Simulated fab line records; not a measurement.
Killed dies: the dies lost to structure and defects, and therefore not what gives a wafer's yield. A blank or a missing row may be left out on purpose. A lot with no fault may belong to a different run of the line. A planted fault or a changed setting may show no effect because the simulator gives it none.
Split-lot study | flow berkeley-cmos170 | 5 lots, 23 wafers read, on a route of 331 steps

== THE SPLIT ==
At UCB170_M1_SPUTTER_00 (material Al, target thk 600 nm, time 80 s), the setting power-w was moved away from the recipe's 6000 W on 10 of the 23 wafers read, by -3.7% to +7.3%. All remaining wafers had this setting at the recipe value.

== SPLIT TO READING: what lies between them in the file, 1 step ==
- UCB170_M1_RS_MEAS_01: measures by four-point-probe

== THE READING ==
M1_AL_THK, in nm, at UCB170_M1_THK_MEAS_02 (measures by xrf). On this fab line, fault-free wafers typically give 607 nm with a standard deviation of 8.1 nm.

wafer  | tool, chamber at the split | power-w as run, W | against the recipe | M1_AL_THK, nm | against lot-mates on the recipe
L074.1 | pvd-sputter-04, -          | 6000              | recipe             | 592           | -
L074.2 | pvd-sputter-04, -          | 6437              | +7.3%              | 646           | +53
L074.4 | pvd-sputter-04, -          | 6437              | +7.3%              | 639           | +46
L074.5 | pvd-sputter-04, -          | 6000              | recipe             | 594           | -
L074.6 | pvd-sputter-04, -          | 6437              | +7.3%              | 640           | +47
L076.1 | pvd-sputter-01, -          | 5778              | -3.7%              | 585           | -26
L076.3 | pvd-sputter-01, -          | 6000              | recipe             | 612           | -
L076.4 | pvd-sputter-01, -          | 6000              | recipe             | 610           | -
L076.5 | pvd-sputter-01, -          | 5778              | -3.7%              | 581           | -30
L076.6 | pvd-sputter-01, -          | 5778              | -3.7%              | 583           | -28
L080.1 | pvd-sputter-02, -          | 6294              | +4.9%              | 624           | +29
L080.2 | pvd-sputter-02, -          | 6000              | recipe             | 592           | -
L080.3 | pvd-sputter-02, -          | 6000              | recipe             | 596           | -
L080.5 | pvd-sputter-02, -          | 6294              | +4.9%              | 628           | +33
L080.6 | pvd-sputter-02, -          | 6000              | recipe             | 597           | -
L081.1 | pvd-sputter-04, -          | 6279              | +4.6%              | 629           | +24
L081.2 | pvd-sputter-04, -          | 6000              | recipe             | 604           | -
L081.3 | pvd-sputter-04, -          | 6000              | recipe             | 599           | -
L081.4 | pvd-sputter-04, -          | 6000              | recipe             | 611           | -
L081.5 | pvd-sputter-04, -          | 6279              | +4.6%              | 627           | +22
L084.3 | pvd-sputter-01, -          | 6000              | recipe             | 603           | -
L084.5 | pvd-sputter-01, -          | 6000              | recipe             | 600           | -
L084.6 | pvd-sputter-01, -          | 6000              | recipe             | 610           | -

THE FIT
A straight line over all 23 wafers: M1_AL_THK changes by +5.35 nm for each +1% of power-w; r = +0.95; the points scatter about the line by 5.8 nm.
The same after taking each lot's own level away (the mean of its wafers on the recipe; 23 wafers): +6.62 nm for each +1%; r = +0.99; scatter 3.8 nm.
According to that fit, moving power-w by its largest amount changes the reading by 48 nm.
Across the lots, their own levels run from 593.0 to 611.0 nm, a range of 2.2 times the standard deviation given above.
In other words, the slope is changed by the lot-to-lot level; the two fits disagree.
Check: +45.7 nm against its lot-mates is what the line predicts for one of the wafers moved furthest among these (+7.3%) when that wafer is left out of the fit. It came out at +53 nm against them.

== OTHER SPLITS APPLIED TO THESE WAFERS ==
These wafers also went through other splits before the reading. Each is held against what the fit with the lots' levels taken away leaves over:
other split on the same wafers     | wafers away from the commonest value | r with M1_AL_THK (lot level and that fit taken away)
UCB170_SILICIDE_SPUTTER_01 power-w | 11                                   | -0.12
UCB170_CONTACT_PEB_13 peb-temp-c   | 9                                    | +0.34

== THE WHOLE CHAIN: every reading that the file lists as answering this split, in the file's order ==
step                    | what it does                                                         | reading                                                                     | change (the file's fit)               | r (the file's)
UCB170_M1_SPUTTER_00    | material Al, target thk 600 nm, time 80 s                            | Al_of_M1_SPUTTER_00.thk-nm (the simulator's own value, which no gauge read) | +6.18 nm for each +1% of the setting  | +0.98
UCB170_M1_RS_MEAS_01    | measures by four-point-probe                                         | M1_AL_RS                                                                    | -0.000501 for each +1% of the setting | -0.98
UCB170_M1_THK_MEAS_02   | measures by xrf                                                      | M1_AL_THK                                                                   | +6.41 for each +1% of the setting     | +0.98
UCB170_M1_METAL_ETCH_12 | etches Al in Cl2/BCl3, stops on PSG, target depth 780 nm, time 130 s | etch.depth-nm (the simulator's own value, which no gauge read)              | +6.09 nm for each +1% of the setting  | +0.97
UCB170_M1_METAL_ETCH_12 | etches Al in Cl2/BCl3, stops on PSG, target depth 780 nm, time 130 s | M1.feature-depth-nm (the simulator's own value, which no gauge read)        | +6.1 nm for each +1% of the setting   | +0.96

== FILE'S OWN FIT ==
M1_AL_THK changes by +6.41 nm for each +1% of power-w, r = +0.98.
